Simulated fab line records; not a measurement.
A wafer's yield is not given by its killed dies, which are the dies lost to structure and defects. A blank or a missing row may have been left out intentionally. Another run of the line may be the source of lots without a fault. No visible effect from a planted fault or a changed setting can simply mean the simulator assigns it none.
Comparing a struck lot with a sound one / flow rit-cmos / 16 out of 202 route steps
Sound: wafers L753.2, L753.3, L753.5. Struck: wafer L761.3. (L761.1, L761.6 of the same lot were not struck and are left out.) The cause comes at the end.
At each step with rows: each side's tool, then ch and its chambers, then its first start. Under that, the readings that differ: sound wafers / struck wafers / difference of the means / sigmas: that difference in standard deviations of wafers without a fault.
alike: same words and numbers on both sides, and readings whose means sit less than 2 such deviations apart. not compared: any withheld reading, any reading some wafer has no value for, any bound like >300 that may hide the same value, and any number with overlapping values for which the record gives no deviation.
A row with sigmas, a row that says differs or no value, or rows on one side alone: a step with any of these is where the two part. Numbers that don't overlap but have no deviation are shown without sigmas and don't part them. A reading missing from all wafers of one side parts the sides only when that side holds two or more wafers.

first, 1 step without rows for these wafers: RIT_PSD_IMPLANT_08.
RIT_PSD_STRIP_09: strips in O2, time 180 s.
  sound on plasma-asher-01 ch 0,1, day 4 06:38; struck on plasma-asher-01 ch 1, day 5 19:40
  alike: drypump-motor-current-A
  not compared: rf-hours-counter-h
RIT_PSD_TW_MEAS_10:
  sound on film-metro-04 at day 4 06:49; struck on film-metro-03 at day 5 19:50
  alike: PSD_TW
then, 3 steps without rows for these wafers: RIT_SDANNEAL_CLEAN_00 (cleans in SC1, time 600 s); RIT_SDANNEAL_CLEAN_01 (cleans in dHF, time 30 s); RIT_SDANNEAL_CLEAN_02 (cleans in SC2, time 600 s).
RIT_SDANNEAL_RTA_03: time 5 s.
  sound on rtp-anneal-02 ch 0, day 4 07:16; struck on rtp-anneal-02 ch 0, day 5 20:16
  alike: wafer_temp_C_max
RIT_SDANNEAL_RS_MEAS_04: uses a four-point probe to measure.
  sound on film-metro-03 at day 4 07:22; struck on film-metro-03 at day 5 20:19
  alike: PSD_RS
RIT_SDANNEAL_RS_MEAS_05: uses a four-point probe to measure.
  sound on film-metro-03 at day 4 07:29; struck on film-metro-03 at day 5 20:26
  alike: NSD_RS
RIT_SDANNEAL_RS_MEAS_06: uses a four-point probe to measure.
  sound on film-metro-03 at day 4 07:37; struck on film-metro-03 at day 5 20:34
  alike: PLDD_RS
RIT_SDANNEAL_RS_MEAS_07: uses a four-point probe to measure.
  sound on film-metro-03 at day 4 07:44; struck on film-metro-03 at day 5 20:41
  alike: NLDD_RS
then, 1 step without rows for these wafers: RIT_SILICIDE_WET_ETCH_00 (etches SiO2 in BOE, target depth 14 nm, time 15 s).
RIT_SILICIDE_SPUTTER_01: material Ti, target thk 30 nm, time 240 s.
  sound on pvd-sputter-01 at day 4 07:51; struck on pvd-sputter-01 at day 5 20:49
reading=chamber-pressure-pa (Pa); sound=0.6683 0.6651 0.6665; struck=0.6908; difference=+0.0242; sigmas=+17
  alike: throttle-valve-pct
RIT_SILICIDE_RS_MEAS_02: uses a four-point probe to measure.
  sound on film-metro-02 at day 4 08:01; struck on film-metro-01 at day 5 20:58
reading=SILICIDE_TI_RS (ohm/sq); sound=48.5 47.9 48.2; struck=51.9; difference=+3.7; sigmas=+5
RIT_SILICIDE_THK_MEAS_03: measures by xrf.
  sound on film-metro-02 at day 4 08:08; struck on film-metro-01 at day 5 21:05
  alike: SILICIDE_TI_THK
RIT_M1_PROBE_99:
  sound on prober-02 at day 4 15:29; struck on prober-02 at day 6 04:29
  alike: killed-at-front-end, killed-dies, killed-open, killed-short

WHERE THEY PART
First at RIT_SILICIDE_SPUTTER_01; last, within this record, at RIT_SILICIDE_RS_MEAS_02. Later steps at which nothing parts them and some readings are alike: RIT_SILICIDE_THK_MEAS_03, RIT_M1_PROBE_99.

WHY: what the simulator had put in
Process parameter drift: pvd-sputter-01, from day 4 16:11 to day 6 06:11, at RIT_SILICIDE_SPUTTER_01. A move of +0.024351 in setting chamber-pressure-pa, from 0.667. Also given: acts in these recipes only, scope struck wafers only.
